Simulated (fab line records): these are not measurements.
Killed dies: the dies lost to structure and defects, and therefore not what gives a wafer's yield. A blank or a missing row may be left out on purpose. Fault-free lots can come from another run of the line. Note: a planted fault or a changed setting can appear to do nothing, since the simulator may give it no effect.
8D (eight disciplines) problem report, filled in by code / flow berkeley-cmos170 / the parts of the form that need people (team, actions taken, sign-off) are left out

1. THE ISSUE
cd-nm at UCB170_V1_CD_MEAS_12 reads a mean of 615.2 nm on 6 wafers of 2 lots; wafers without a fault read 699.9 nm with a standard deviation of 1.3. That is -65 standard deviations from the usual mean.
The step: target cd 700 nm.
First observed at day 10 13:52: wafer L766.4, on cd-sem-01. The record holds 42 wafers of 14 lots with a number at this step. The rule behind "out" and "out of limits": a value lying over 4 standard deviations away from the usual mean. The other wafers with a number count as sound.

2. WHAT THIS IS AND IS NOT
question=which readings at this step | is=cd-nm | is not=-
question=which lots | is=L766, L770 | is not=L758, L759, L760, L761, L762, L768, L771, L773, L775, L777, L778, L780
question=which wafers of those lots | is=all that have a number | is not=-
question=read on which gauges | is=cd-sem-01, cd-sem-02 | is not=-
question=when | is=from day 10 13:52 | is not=up to then (15 sound wafers); but 21 sound wafers of L768, L771, L773, L775, L777, L778, L780 came after

3. WHAT RULES OUT EACH SUSPECT
Counting: a tool stays on the suspect list if, at a process step up to the reading, it processed all lots that are out and no sound lot following the first of them.
- the gauge at UCB170_V1_CD_MEAS_12: ruled out. 2 gauges (cd-sem-01, cd-sem-02) read the wafers that are out.
- litho-track-02 at UCB170_V1_PEB_10: kept. It processed each lot that is out, first L766 at day 10 13:32, and no sound lot thereafter; up to then, the last sound lot it processed was L759 at day 9 01:15. Its own readings are out on those wafers: heater-power-total-W.
The count leaves litho-track-02 at UCB170_V1_PEB_10.

4. THE CAUSE (what the simulator had put in)
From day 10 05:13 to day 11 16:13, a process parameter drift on litho-track-02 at UCB170_V1_PEB_10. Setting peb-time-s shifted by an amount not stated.
After counting, this tool was the only one left.

5. SEQUENCE OF EFFECTS, ordered by route
Each row: a reading whose mean over the struck wafers that have a number lies more than 3 standard deviations from the usual. Only readings whose record carries a usual standard deviation are examined. hours: median over the lots of the time between each lot's start at the first step of this table that gives one and its start at this step. sigmas: the change, counted in usual standard deviations.
hours=0; step=UCB170_V1_PEB_10; reading=heater-power-total-W; usual=57.32 W; on struck wafers=76.76; change=+19.44; sigmas=+99 or more
hours=0; step=UCB170_V1_CD_MEAS_12; reading=cd-nm; usual=699.9 nm; on struck wafers=615.2; change=-84.6; sigmas=-65
hours=11; step=UCB170_M3_PROBE_99; reading=defect-limited-yield; usual=98.9 %; on struck wafers=96.6; change=-2.3; sigmas=-3.6
hours=11; step=UCB170_M3_PROBE_99; reading=killed_at_M0_to_M3; usual=0.8; on struck wafers=7.5; change=+6.7; sigmas=+7.9
hours=11; step=UCB170_M3_PROBE_99; reading=killed-dies; usual=3; on struck wafers=9; change=+6; sigmas=+3.5
hours=11; step=UCB170_M3_PROBE_99; reading=killed-on-rim; usual=0.8; on struck wafers=5.3; change=+4.5; sigmas=+5.0
hours=11; step=UCB170_M3_PROBE_99; reading=sort_bin_5_function; usual=0.7 %; on struck wafers=3.0; change=+2.3; sigmas=+4.3
hours=11; step=UCB170_M3_PROBE_99; reading=sort-n-pass; usual=261.0; on struck wafers=255.0; change=-6.0; sigmas=-3.5
hours=11; step=UCB170_M3_PROBE_99; reading=sort-yield-pct; usual=98.9 %; on struck wafers=96.6; change=-2.3; sigmas=-3.6
Here are the process steps it includes:
- UCB170_V1_PEB_10
- UCB170_M3_PROBE_99
Later steps that measure or inspect, where all struck wafers having a row at the step show a number for every such reading and not one has moved that far: UCB170_M2_CD_MEAS_90.

6. HOW IT WOULD HAVE BEEN CAUGHT EARLIER
The first out-of-limits reading at a measuring or inspecting step in this record came at day 10 13:52, 9 hours after the fault's start at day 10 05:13.
Tool's own readings at UCB170_V1_PEB_10, heater-power-total-W: out on all struck wafers the step has rows for; an alarm limit on them would have tripped on the first.
Lots out: 2; of these, L770 started UCB170_V1_PEB_10 on litho-track-02 after day 10 13:52. Putting the tool on hold at that point would have spared it.
